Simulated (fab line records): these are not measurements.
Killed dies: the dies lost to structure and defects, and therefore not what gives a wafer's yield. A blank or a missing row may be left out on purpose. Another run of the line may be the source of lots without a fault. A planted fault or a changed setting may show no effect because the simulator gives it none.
A lot that was struck, set against a sound lot    flow berkeleyCmos170    17 steps out of a route of 331
Sound: wafers L995.4, L995.5, L995.6. The struck wafers were L105.4, L105.5, L105.6. The cause comes at the end.
Each step with rows lists, per side, the tool, then ch with its chambers, then its first start. Under that, the readings that differ: sound wafers    struck wafers    difference of the means    sigmas: that difference in standard deviations of wafers without a fault.
alike: readings with means less than 2 such deviations apart, plus words and numbers identical on both sides. not compared: withheld readings, readings lacking a value on some wafer, bounds such as >300 that could conceal the same value, and numbers that have no deviation in the record and whose values overlap.
The two part at a step that has a row with sigmas, a row that says differs or no value, or rows on one side only. Non-overlapping numbers with no deviation appear without sigmas and do not part them. A reading missing from all wafers of one side parts the sides only when that side holds two or more wafers.

UCB170_SACOX_THK_MEAS_02:
  sound on filmMetro-02 at day 5 13:52; struck on filmMetro-01 at day 7 15:31
  alike: SACOX_OXIDE_THK
then, 2 steps without rows for these wafers: UCB170_SCREENOX_WET_ETCH_00 (etches SiO2 in dHF, time 200 s); UCB170_SCREENOX_OXIDATION_01 (target thk 14.4 nm, ox time 2400 s).
UCB170_SCREENOX_THK_MEAS_02:
  sound on filmMetro-03 at day 5 18:28; struck on filmMetro-01 at day 7 21:32
  alike: SCREENOX_OXIDE_THK
then, 3 steps without rows for these wafers: UCB170_SCREENOX_ANNEAL_03 (time 900 s); UCB170_NVT_HMDS_00 (prime time 60 s); UCB170_NVT_COAT_01 (resist thk 900 nm).
UCB170_NVT_SOFTBAKE_02: time 62.46 s.
  sound on lithoTrack-03 ch 0, day 6 00:14; struck on lithoTrack-03 ch 0, day 8 03:26
  alike: plateSensorTCentreC, plateSensorTEdgeC
then, 3 steps without rows for these wafers: UCB170_NVT_EXPOSE_03 (exposes mask PWELL, target cd 3000 nm); UCB170_NVT_PEB_04; UCB170_NVT_DEVELOP_05 (develop time 45 s).
UCB170_NVT_OVL_MEAS_06:
  sound on overlay-01 at day 6 00:50; struck on overlay-02 at day 8 03:55
reading       sound     struck   difference  sigmas
NVT_OVL (nm)  -5 -8 -5  10 6 11  +15         +3
UCB170_NVT_IMPLANT_07:
  sound on implanter-02 ch 0, day 6 00:56; struck on implanter-02 ch 0, day 8 04:01
reading           sound                          struck                         difference  sigmas
doseIonsCm2       3.005e+12 2.996e+12 2.998e+12  2.347e+12 2.339e+12 2.341e+12  -6.573e+11  -99 or more
faradayCurrentUA  9.54 9.45 9.79                 7.21 7.82 7.47                 -2.09       -12
UCB170_NVT_STRIP_08: strips in O2.
  sound on plasmaAsher-04 ch 0,1, day 6 01:02; struck on plasmaAsher-03 ch 0,1, day 8 04:08
  alike: drypumpMotorCurrentA, oesProductAu, stripTimeToEndpointS
  not compared: rfHoursCounterH
UCB170_NVT_TW_MEAS_09:
  sound on filmMetro-02 at day 6 01:08; struck on filmMetro-02 at day 8 04:13
reading  sound        struck       difference  sigmas
NVT_TW   526 528 525  489 491 489  -37         -7
then, 1 step without rows for these wafers: UCB170_NVT_CLEAN_10 (cleans in SPM, time 600 s).
-- the record jumps here: 2 days lie between the struck wafers' starts before and after (it left off in module NVT and takes up again in module M3, whose first step shown is number 331 of the route) --
UCB170_M3_PROBE_99:
  sound on prober-02 at day 8 03:52; struck on prober-02 at day 10 12:20
reading                            sound                 struck                difference  sigmas
model.etest.nmos_0p6.rOnOhmUm      2276 2286 2315        2223 2253 2254        -49         
model.etest.nmos_0p35.rOnOhmUm     1451 1467 1469        1436 1436 1432        -28         
model.etest.nmosTurned.driveUaUm   575.3 571.4 569.5     603.7 600.8 600.4     +29.6       
model.etest.nmos_0p35.driveUaUm    568.8 562.6 560       589.4 591.1 593.2     +27.4       
model.etest.nmos_0p6.driveUaUm     421.9 419.4 417.1     440.3 436.2 440.1     +19.4       
model.etest.nmosNarrow.driveUaUm   357 358.8 356.2       383.9 371.1 378.2     +20.4       
model.etest.nmos_0p35.swingMvDec   77.49 76.72 76.74     74.79 74.63 74.91     -2.21       
model.etest.nmos_0p35.offLog10AUm  -11.29 -11.05 -11.16  -9.816 -9.883 -9.917  +1.295      

## WHERE THEY PART
At UCB170_NVT_OVL_MEAS_06 first; at UCB170_NVT_TW_MEAS_09 last (within this record only).

WHY: what the simulator had put in
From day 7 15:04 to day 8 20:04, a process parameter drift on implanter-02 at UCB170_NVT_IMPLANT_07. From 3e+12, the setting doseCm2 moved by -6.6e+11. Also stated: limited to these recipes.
